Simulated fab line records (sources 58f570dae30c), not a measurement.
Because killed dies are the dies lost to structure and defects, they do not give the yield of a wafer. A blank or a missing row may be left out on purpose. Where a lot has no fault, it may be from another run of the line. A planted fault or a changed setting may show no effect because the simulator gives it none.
Lot-split experiment | flow berkeley cmos170 | 5 lots, 23 wafers read, on a route of 331 steps

## THE SPLIT ITSELF
At UCB170_V2_COAT_07 (resist thk 900 nm), the setting spin rpm was moved away from the recipe's 1500 rpm on 6 of the 23 wafers read, by -4.3% to +2.0%. All remaining wafers had this setting at the recipe value.

The reading comes from the split's own step.

## THE READING
KrF_of_V2_COAT_07.thk nm (the simulator's own value, which no gauge read), in nm, at UCB170_V2_COAT_07 (resist thk 900 nm). No usual value for it is given in the file. Average 902.6 nm, standard deviation 4.1 nm, over the 17 wafers here run with the recipe.

wafer  | tool, chamber at the split | spin rpm as run, rpm | against the recipe | KrF_of_V2_COAT_07.thk nm, nm | against lot-mates on the recipe
L076.1 | litho track-03, 0          | 1500                 | recipe             | 901.2                        | -
L076.2 | litho track-03, 0          | 1500                 | recipe             | 900.8                        | -
L076.3 | litho track-03, 0          | 1530                 | +2.0%              | 889.9                        | -11.8
L076.4 | litho track-03, 0          | 1500                 | recipe             | 903                          | -
L076.6 | litho track-03, 0          | 1530                 | +2.0%              | 890.8                        | -10.9
L082.2 | litho track-03, 0          | 1500                 | recipe             | 906.5                        | -
L082.3 | litho track-03, 0          | 1500                 | recipe             | 908.7                        | -
L082.4 | litho track-03, 0          | 1500                 | recipe             | 907.5                        | -
L082.5 | litho track-03, 0          | 1500                 | recipe             | 907.3                        | -
L082.6 | litho track-03, 0          | 1500                 | recipe             | 909.6                        | -
L079.2 | litho track-02, 0          | 1500                 | recipe             | 897.8                        | -
L079.3 | litho track-02, 0          | 1500                 | recipe             | 899.2                        | -
L079.4 | litho track-02, 0          | 1435                 | -4.3%              | 921.6                        | +22.7
L079.5 | litho track-02, 0          | 1435                 | -4.3%              | 920.1                        | +21.2
L079.6 | litho track-02, 0          | 1500                 | recipe             | 899.6                        | -
L080.2 | litho track-01, 0          | 1500                 | recipe             | 899                          | -
L080.3 | litho track-01, 0          | 1500                 | recipe             | 895.7                        | -
L080.4 | litho track-01, 0          | 1500                 | recipe             | 898.5                        | -
L085.1 | litho track-02, 0          | 1500                 | recipe             | 904.3                        | -
L085.2 | litho track-02, 0          | 1500                 | recipe             | 900.9                        | -
L085.4 | litho track-02, 0          | 1441                 | -3.9%              | 924.9                        | +21.9
L085.5 | litho track-02, 0          | 1500                 | recipe             | 903.8                        | -
L085.6 | litho track-02, 0          | 1441                 | -3.9%              | 921.2                        | +18.2

FIT RESULTS
A straight line over all 23 wafers: KrF_of_V2_COAT_07.thk nm changes by -4.88 nm for each +1% of spin rpm; r = -0.92; the points scatter about the line by 3.9 nm.
The same after taking each lot's own level away (the mean of its wafers on the recipe; 23 wafers): -5.17 nm for each +1%; r = -0.99; scatter 1.3 nm.
That fit puts the effect of the largest move of spin rpm on the reading at 22 nm.
The span of the lots' own levels, 897.73 to 907.92 nm, comes to 2.5 times the standard deviation stated above.
Consequently the slope shifts little with the lot-to-lot level, the two slopes agreeing.
Check: for one of the wafers moved furthest among these (-4.3%), held out of the fit, the line's prediction against its lot-mates is +22.1 nm. Against them it came out at +22.7 nm.

## FURTHER SPLITS ON THESE WAFERS
Other splits were also applied to these wafers ahead of the reading. Each is held against what the fit with the lots' levels taken away leaves over:
other split on the same wafers | wafers away from the commonest value | r with KrF_of_V2_COAT_07.thk nm (lot level and that fit taken away)
UCB170_M2_METAL_ETCH_18 time s | 11                                   | +0.35

## THE WHOLE CHAIN: every reading that the file lists as answering this split, in the file's order
step               | what it does                                                              | reading                                                                   | change (the file's fit)                                                        | r (the file's)
UCB170_V2_COAT_07  | resist thk 900 nm                                                         | KrF_of_V2_COAT_07.thk nm (the simulator's own value, which no gauge read) | -5.14 nm for each +1% of the setting                                           | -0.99
UCB170_V2_ETCH_14  | etches SiO2 in CHF3/CF4/Ar, stops on Al, target depth 1250 nm, time 291 s | KrF_of_V2_COAT_07.thk nm (the simulator's own value, which no gauge read) | -4.84 nm for each +1% of the setting, in a fit together with time s@V2_ETCH_14 | 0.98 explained
UCB170_V2_STRIP_15 | strips in O2                                                              | strip time to endpoint s                                                  | withheld for each +1% of the setting, in a fit together with time s@V2_ETCH_14 | 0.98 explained

## THE FILE'S OWN FIT
KrF_of_V2_COAT_07.thk nm changes by -5.14 nm for each +1% of spin rpm, r = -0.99.
